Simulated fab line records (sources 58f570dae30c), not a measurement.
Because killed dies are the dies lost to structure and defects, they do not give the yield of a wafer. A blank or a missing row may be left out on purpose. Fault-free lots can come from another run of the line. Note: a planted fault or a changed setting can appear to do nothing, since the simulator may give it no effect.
Commonality check across tools    flow berkeleyCmos170    42 wafers sampled across 14 lots

== WHY THIS WAS OPENED ==
At UCB170_NWELL_THK_MEAS_05 the reading NWELL_NITRIDE_THK is flagged on 2 of 14 lots. No-fault wafers: 224.7 nm, standard deviation 1.9.
Rule: a lot gets a flag if all its wafers with a number sit over 4 standard deviations from that mean, or if no wafer of it has a number. As for the other lots, they are considered sound.

lot   measured     on            NWELL_NITRIDE_THK (nm), wafer by wafer  flag
L811  day 2 10:41  filmMetro-03  223.9 226.4 225.2                       
L812  day 2 12:48  filmMetro-01  222.4 222.5 221.5                       
L813  day 2 12:48  filmMetro-03  225.5 225.4 225.4                       
L816  day 3 02:05  filmMetro-01  226.5 224.9 225.4                       
L817  day 3 11:05  filmMetro-01  224.6 227.0 223.6                       
L818  day 3 18:01  filmMetro-01  223.6 222.5 222.8                       
L819  day 4 00:23  filmMetro-01  224.7 224.1 224.6                       
L821  day 4 12:42  filmMetro-04  222.1 221.5 223.2                       
L822  day 4 12:42  filmMetro-01  222.0 222.8 224.4                       
L824  day 5 00:32  filmMetro-01  206.0 204.3 205.1                       FLAGGED
L825  day 5 07:46  filmMetro-01  204.5 206.4 204.7                       FLAGGED
L833  day 6 19:10  filmMetro-03  222.2 223.1 221.2                       
L832  day 6 19:11  filmMetro-01  227.1 226.5 226.0                       
L834  day 7 00:49  filmMetro-01  228.3 228.2 226.0                       
On average the flagged lots' numbers are 205.2 nm, which is -19.5 nm against the usual, or -10 standard deviations.

== LOT BY LOT: THE TOOL USED ==
The record keeps 1 process step preceding the reading, out of 331 steps on the route. Each cell gives the tool, then ch followed by the chambers the sampled wafers passed through, then the start.
lot   flag     UCB170_NWELL_CVD_04
L811           lpcvd-01 ch 0, day 2 08:44
L812           lpcvd-02 ch 1, day 2 10:52
L813           lpcvd-02 ch 0, day 2 10:52
L816           lpcvd-01 ch 0, day 3 00:05
L817           lpcvd-02 ch 0, day 3 09:08
L818           lpcvd-02 ch 0, day 3 16:05
L819           lpcvd-02 ch 0, day 3 22:18
L821           lpcvd-02 ch 1, day 4 10:46
L822           lpcvd-02 ch 1, day 4 10:46
L824  FLAGGED  lpcvd-02 ch 1, day 4 22:34
L825  FLAGGED  lpcvd-02 ch 1, day 5 05:50
L833           lpcvd-01 ch 1, day 6 17:14
L832           lpcvd-01 ch 1, day 6 17:14
L834           lpcvd-01 ch 0, day 6 22:52
What is done by these steps:
- UCB170_NWELL_CVD_04: deposits Si3N4 from SiH2Cl2/NH3, target thk 224 nm, time 3360 s.
- UCB170_NWELL_THK_MEAS_05

== FLAGGED AGAINST TOTAL, ONE TOOL AT A TIME (gauges that did the reading follow at the end) ==
step                      tool          lots run  flagged  share of the flagged lots  sound lots run after its first flagged lot
UCB170_NWELL_CVD_04       lpcvd-01      5         0        none                       -
UCB170_NWELL_CVD_04       lpcvd-02      9         2        all                        0
UCB170_NWELL_THK_MEAS_05  filmMetro-01  10        2        all                        2 (L832,L834)
UCB170_NWELL_THK_MEAS_05  filmMetro-03  3         0        none                       -
UCB170_NWELL_THK_MEAS_05  filmMetro-04  1         0        none                       -

== THE TABLE: WHAT IT ALLOWS ==
Table rows that saw every flagged lot: 2, namely lpcvd-02 at UCB170_NWELL_CVD_04 and filmMetro-01 at UCB170_NWELL_THK_MEAS_05.
- lpcvd-02 at UCB170_NWELL_CVD_04 ran 9 lots, 2 of them flagged. Last sound lot L821 at day 4 10:46, first flagged lot L824 at day 4 22:34; a fault beginning in between fits.
- filmMetro-01 at UCB170_NWELL_THK_MEAS_05 ran 10 lots, 2 of them flagged. Lots that were sound ran on it after the first flagged one (L832, L834); a persistent fault on the entire tool would not allow that.
What remains is a single tool, lpcvd-02 at UCB170_NWELL_CVD_04.

== WHAT HAD BEEN PUT IN BY THE SIMULATOR ==
Site profile drift: lpcvd-02, from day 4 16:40 on, at UCB170_NWELL_CVD_04. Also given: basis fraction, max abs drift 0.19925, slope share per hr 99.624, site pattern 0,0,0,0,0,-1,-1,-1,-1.
Shown lots that were struck: L824, L825. This agrees with what the rule above found.
